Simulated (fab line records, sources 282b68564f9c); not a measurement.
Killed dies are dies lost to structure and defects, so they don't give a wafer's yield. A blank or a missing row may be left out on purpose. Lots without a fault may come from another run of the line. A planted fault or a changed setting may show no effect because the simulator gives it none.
Which tool did it? | flow rit_cmos | 7 lots, 21 wafers sampled, at 2 steps of a route of 202

WHAT THE GAUGES READ, wafer by wafer
RIT_ACTIVE_THK_MEAS_02.
lot  | measured    | on            | ACTIVE_OXIDE_THK (nm)
L832 | day 1 17:03 | film_metro-03 | 46.4 46.6 47.0
L836 | day 2 13:04 | film_metro-04 | 30.9 29.1 29.5
L839 | day 3 04:36 | film_metro-04 | 29.9 29.5 29.9
L846 | day 4 15:13 | film_metro-04 | 48.0 47.8 48.9
L848 | day 5 01:04 | film_metro-02 | 46.5 47.2 48.1
L851 | day 5 16:04 | film_metro-03 | 45.5 45.4 45.4
L853 | day 6 02:29 | film_metro-03 | 48.5 47.8 47.1

WHICH TOOL RAN EACH LOT (tool, then ch and the chambers of the sampled wafers, then the start)
lot  | RIT_ACTIVE_OXIDATION_01
L832 | furnace-02 ch 0, day 1 15:07
L836 | furnace-03 ch 0, day 2 11:08
L839 | furnace-03 ch 0, day 3 02:40
L846 | furnace-02 ch 0, day 4 13:17
L848 | furnace-01 ch 0, day 4 23:07
L851 | furnace-03 ch 0, day 5 14:07
L853 | furnace-02 ch 0, day 6 00:33
- RIT_ACTIVE_OXIDATION_01: target thk 46.8 nm, ox time 3360 s.

THE ANSWER, worked out from the rows above alone
Rule: what is usual is taken from the lots themselves. Put in order of their means at a reading, lots are off if they are a third of the lots or fewer, leave a main group of 4 or more, and stand apart from it by a gap of 3 or more times the standard deviation of the main group's means; of several such gaps the widest counts. A main group whose means are all the same, to the digits that the tables above print for the reading, isn't used. A lot without any number at a reading at which 4 lots or more have one is off too. The other lots that the step has rows for count as sound.
Off: L836, L839, at RIT_ACTIVE_THK_MEAS_02 (ACTIVE_OXIDE_THK). The main group: mean 47.1 nm, standard deviation 0.98.
A tool fits if, at a process step before that reading, it ran every lot that is off, and no sound lot after the first of them. The gauges at RIT_ACTIVE_THK_MEAS_02 are tried like those tools. None of those tried fits.

WHAT THE SIMULATOR HAD PUT IN
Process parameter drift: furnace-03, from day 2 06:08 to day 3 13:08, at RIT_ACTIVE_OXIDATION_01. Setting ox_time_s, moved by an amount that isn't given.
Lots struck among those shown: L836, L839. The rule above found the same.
